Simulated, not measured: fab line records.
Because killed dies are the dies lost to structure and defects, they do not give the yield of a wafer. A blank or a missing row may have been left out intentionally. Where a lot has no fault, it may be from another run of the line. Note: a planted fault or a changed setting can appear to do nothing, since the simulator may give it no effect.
What tool caused it? -- flow berkeley cmos170 -- 14 lots, 42 wafers sampled, at 5 steps of a route of 331

== WHAT THE GAUGES READ, wafer by wafer ==
UCB170_M1_THK_MEAS_02: measures by xrf. Usual: M1_AL_THK typically reads 608 nm, with standard deviation 6.8.
lot,measured,on,M1_AL_THK (nm),flag
L171,day 8 00:38,film metro-01,612 614 616,
L172,day 8 00:58,film metro-03,605 600 602,
L175,day 8 06:58,film metro-02,609 615 609,
L173,day 8 09:26,film metro-01,598 599 605,
L174,day 8 07:34,film metro-03,609 606 605,
L176,day 9 08:33,film metro-01,610 609 608,
L181,day 10 19:39,film metro-01,616 611 611,
L184,day 11 00:18,film metro-02,603 606 604,
L186,day 11 02:06,film metro-02,606 604 611,
L187,day 12 01:24,film metro-01,612 614 612,
L190,day 11 20:43,film metro-01,610 620 622,
L192,day 12 09:25,film metro-01,600 604 604,
L189,day 12 09:46,film metro-03,611 612 607,
L193,day 13 12:37,film metro-02,611 612 609,

UCB170_M2_CD_MEAS_15 targets a cd of 700 nm. Usual: cd nm at 699.7 nm, with a standard deviation of 1.4.
lot,measured,on,cd nm (nm),flag
L171,day 8 08:47,cd sem-01,698.8 699.7 700.2,
L172,day 8 11:09,cd sem-01,698.2 701.5 699.2,
L175,day 8 15:00,cd sem-02,697.3 695.7 696.8,
L173,day 8 17:38,cd sem-02,699.9 700.9 699.8,
L174,day 8 17:56,cd sem-02,702.8 701.7 701.7,
L176,day 9 17:14,cd sem-01,700.2 699.7 701.0,
L181,day 11 05:39,cd sem-01,700.9 699.2 701.9,
L184,day 11 07:42,cd sem-02,700.9 700.7 702.2,
L186,day 11 10:39,cd sem-01,699.0 698.3 698.9,
L187,day 12 16:03,cd sem-02,696.4 697.5 697.8,
L190,day 12 06:51,cd sem-02,702.2 700.4 700.1,
L192,day 12 19:31,cd sem-02,698.8 700.4 700.5,
L189,day 12 19:22,cd sem-01,701.1 698.9 700.2,
L193,day 13 22:09,cd sem-02,698.1 698.7 699.0,

== WHICH TOOL RAN EACH LOT (tool, then ch and the chambers of the sampled wafers, then the start) ==
lot,UCB170_PLDD_STRIP_10,UCB170_BACKSIDE_COAT_01,UCB170_BACKSIDE_STRIP_03
L171,"plasma asher-02 ch 0,1, day 7 00:47","litho track-02 ch 0, day 7 17:11","plasma asher-04 ch 0,1, day 7 17:28"
L172,"plasma asher-02 ch 0,1, day 7 01:47","litho track-03 ch 0, day 7 17:02","plasma asher-03 ch 0,1, day 7 17:20"
L175,"plasma asher-02 ch 0,1, day 7 12:43","litho track-04 ch 0, day 8 00:23","plasma asher-04 ch 0,1, day 8 00:41"
L173,"plasma asher-03 ch 0,1, day 7 12:59","litho track-04 ch 0, day 8 01:06","plasma asher-03 ch 0,1, day 8 01:24"
L174,"plasma asher-02 ch 0,1, day 7 13:04","litho track-02 ch 0, day 8 00:47","plasma asher-02 ch 0,1, day 8 01:03"
L176,"plasma asher-02 ch 0,1, day 8 10:24","litho track-03 ch 0, day 9 01:28","plasma asher-02 ch 0,1, day 9 01:45"
L181,"plasma asher-03 ch 0,1, day 9 21:12","litho track-02 ch 0, day 10 10:28","plasma asher-03 ch 0,1, day 10 10:45"
L184,"plasma asher-03 ch 0,1, day 10 05:50","litho track-02 ch 0, day 10 17:45","plasma asher-04 ch 0,1, day 10 18:03"
L186,"plasma asher-04 ch 0,1, day 10 06:07","litho track-03 ch 0, day 10 18:08","plasma asher-03 ch 0,1, day 10 18:26"
L187,"plasma asher-03 ch 1, day 11 00:08","litho track-03 ch 0, day 11 14:32","plasma asher-04 ch 1, day 11 14:49"
L190,"plasma asher-02 ch 0,1, day 11 00:37","litho track-03 ch 0, day 11 13:48","plasma asher-02 ch 0, day 11 14:04"
L192,"plasma asher-04 ch 0,1, day 11 11:52","litho track-04 ch 0, day 11 23:37","plasma asher-04 ch 0,1, day 11 23:54"
L189,"plasma asher-02 ch 0,1, day 11 12:01","litho track-04 ch 0, day 12 00:01","plasma asher-03 ch 0,1, day 12 00:19"
L193,"plasma asher-04 ch 0,1, day 12 02:55","litho track-04 ch 0, day 13 05:38","plasma asher-02 ch 0,1, day 13 05:56"
- UCB170_PLDD_STRIP_10: strips in O2.
- UCB170_BACKSIDE_COAT_01: resist thk 900 nm.
- UCB170_BACKSIDE_STRIP_03: strips in O2.

== AS READ BY THE TOOLS THEMSELVES (means over the sampled wafers that have a number; for cases with no such wafer, the mark the record gives instead) ==
UCB170_PLDD_STRIP_10. Usual: drypump motor current A 5.7 A, standard deviation 0.43; oes product au 0.734 a.u., standard deviation 0.0046; strip time to endpoint s 21.62 s, standard deviation 0.075.
lot,tool,drypump motor current A (A),oes product au (a.u.),strip time to endpoint s (s),flag
L171,plasma asher-02,6.0,0.731,21.62,
L172,plasma asher-02,5.9,0.736,21.64,
L175,plasma asher-02,6.0,0.734,21.57,
L173,plasma asher-03,6.1,0.739,21.67,
L174,plasma asher-02,5.7,0.730,21.68,
L176,plasma asher-02,5.7,0.735,21.64,
L181,plasma asher-03,6.0,0.733,21.66,
L184,plasma asher-03,6.0,0.741,21.52,
L186,plasma asher-04,5.5,0.734,21.61,
L187,plasma asher-03,6.4,0.734,21.70,
L190,plasma asher-02,5.7,0.732,21.62,
L192,plasma asher-04,5.5,0.732,21.64,
L189,plasma asher-02,5.7,0.735,21.49,
L193,plasma asher-04,5.4,0.733,21.62,

UCB170_BACKSIDE_COAT_01. Usual: spin speed rpm at 1500.0 rpm, with a standard deviation of 0.93.
lot,tool,spin speed rpm (rpm),flag
L171,litho track-02,1500.9,
L172,litho track-03,1498.8,
L175,litho track-04,1500.1,
L173,litho track-04,1499.1,
L174,litho track-02,1499.8,
L176,litho track-03,1500.0,
L181,litho track-02,1440.0,OFF
L184,litho track-02,1437.7,OFF
L186,litho track-03,1500.7,
L187,litho track-03,1499.6,
L190,litho track-03,1500.5,
L192,litho track-04,1499.7,
L189,litho track-04,1500.4,
L193,litho track-04,1499.1,

UCB170_BACKSIDE_STRIP_03. Usual: drypump motor current A 5.7 A, standard deviation 0.44; oes product au 0.734 a.u., standard deviation 0.0043; strip time to endpoint s 21.96 s, standard deviation 0.072.
lot,tool,drypump motor current A (A),oes product au (a.u.),strip time to endpoint s (s),flag
L171,plasma asher-04,5.5,0.734,21.87,
L172,plasma asher-03,5.7,0.735,22.01,
L175,plasma asher-04,5.5,0.733,22.07,
L173,plasma asher-03,6.0,0.735,22.03,
L174,plasma asher-02,6.0,0.735,22.01,
L176,plasma asher-02,6.0,0.734,21.88,
L181,plasma asher-03,5.7,0.737,22.33,OFF
L184,plasma asher-04,5.5,0.731,22.33,OFF
L186,plasma asher-03,6.0,0.734,21.94,
L187,plasma asher-04,5.5,0.735,21.95,
L190,plasma asher-02,6.2,0.735,22.00,
L192,plasma asher-04,5.5,0.735,22.03,
L189,plasma asher-03,5.7,0.733,21.97,
L193,plasma asher-02,5.9,0.733,21.96,

== THE ANSWER, worked out from the rows above alone ==
Rule: lot off if the mean of its wafers having a number is beyond 3 standard deviations from the usual mean. Also off: a lot with no number at a reading for which 4 or more lots have one. The other lots that the step has rows for count as sound. After the gauges, taken in route order, come the tools' own readings; for these a lot's mean is taken, as printed above. At the first step where some lot is off, the reading lying furthest off is the one used; lots without a number count as furthest.
Off: L181, L184 (UCB170_BACKSIDE_COAT_01, spin speed rpm).
A tool fits if, at that step or a process step before it, it ran every lot that is off, and no sound lot after the first of them. One candidate fits, namely litho track-02 at UCB170_BACKSIDE_COAT_01. Its last sound lot is L174 (day 8 00:47), its first lot that is off L181 (day 10 10:28): a fault that began between those two fits.
On the lots that are off, the tool's own readings at UCB170_BACKSIDE_COAT_01 differ by more than 5 times the standard deviation of the sound lots' means, which bears it out; spin speed rpm reads 1438.8 rpm there versus 1499.9 rpm on the sound lots.

== WHAT THE SIMULATOR HAD PUT IN ==
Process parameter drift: litho track-02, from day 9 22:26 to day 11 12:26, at UCB170_BACKSIDE_COAT_01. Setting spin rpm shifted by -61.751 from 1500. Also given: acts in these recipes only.
Lots struck among those shown: L181, L184. The same result came from the rule above.
